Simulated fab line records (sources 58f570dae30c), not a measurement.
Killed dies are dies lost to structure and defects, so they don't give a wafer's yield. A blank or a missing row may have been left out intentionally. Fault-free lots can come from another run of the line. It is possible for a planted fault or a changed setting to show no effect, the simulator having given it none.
What tool caused it?    flow berkeley cmos170    21 wafers from 7 lots sampled at 2 of the route's 331 steps

== WHAT THE GAUGES READ, wafer by wafer ==
UCB170_NLDD_CD_MEAS_06: the cd target is 1200 nm.
lot   measured      on         cd nm (nm)
L653  day 8 03:11   cd sem-01  1199.5 1199.7 1198.2
L655  day 8 04:05   cd sem-02  1199.0 1198.8 1198.8
L664  day 10 03:56  cd sem-02  1198.4 1199.3 1198.4
L666  day 11 03:59  cd sem-01  1198.0 1198.4 1197.9
L668  day 11 05:05  cd sem-01  1202.2 1199.7 1200.7
L670  day 12 08:42  cd sem-01  1199.8 1201.0 1201.0
L671  day 12 20:27  cd sem-01  1199.5 1200.0 1199.0

== EACH LOT AND THE TOOL THAT RAN IT (in order: tool; ch and the chambers of the sampled wafers; start) ==
lot   UCB170_NLDD_COAT_01
L653  litho track-04 ch 0, day 8 01:25
L655  litho track-02 ch 0, day 8 03:04
L664  litho track-03 ch 0, day 10 02:39
L666  litho track-03 ch 0, day 11 02:50
L668  litho track-02 ch 0, day 11 04:01
L670  litho track-02 ch 0, day 12 07:53
L671  litho track-04 ch 0, day 12 19:38
- UCB170_NLDD_COAT_01: resist thk 900 nm.

== THE ANSWER, worked out from the rows above alone ==
Rule: what is usual is taken from the lots themselves. The widest of any qualifying gaps counts: lots, ordered by their means at a reading, are off when they make up no more than a third of the lots, leave a main group of 4 or more, and stand apart from it by 3 or more times the standard deviation of that group's means. If all means in a main group match to the digits the tables above print for the reading, that group is not used. Also off: a lot with no number at a reading for which 4 or more lots have one. Where the step has rows for the other lots, those lots are counted as sound.
None of the lots is off at any reading shown; this tells nothing.

== WHAT WAS PUT IN BY THE SIMULATOR ==
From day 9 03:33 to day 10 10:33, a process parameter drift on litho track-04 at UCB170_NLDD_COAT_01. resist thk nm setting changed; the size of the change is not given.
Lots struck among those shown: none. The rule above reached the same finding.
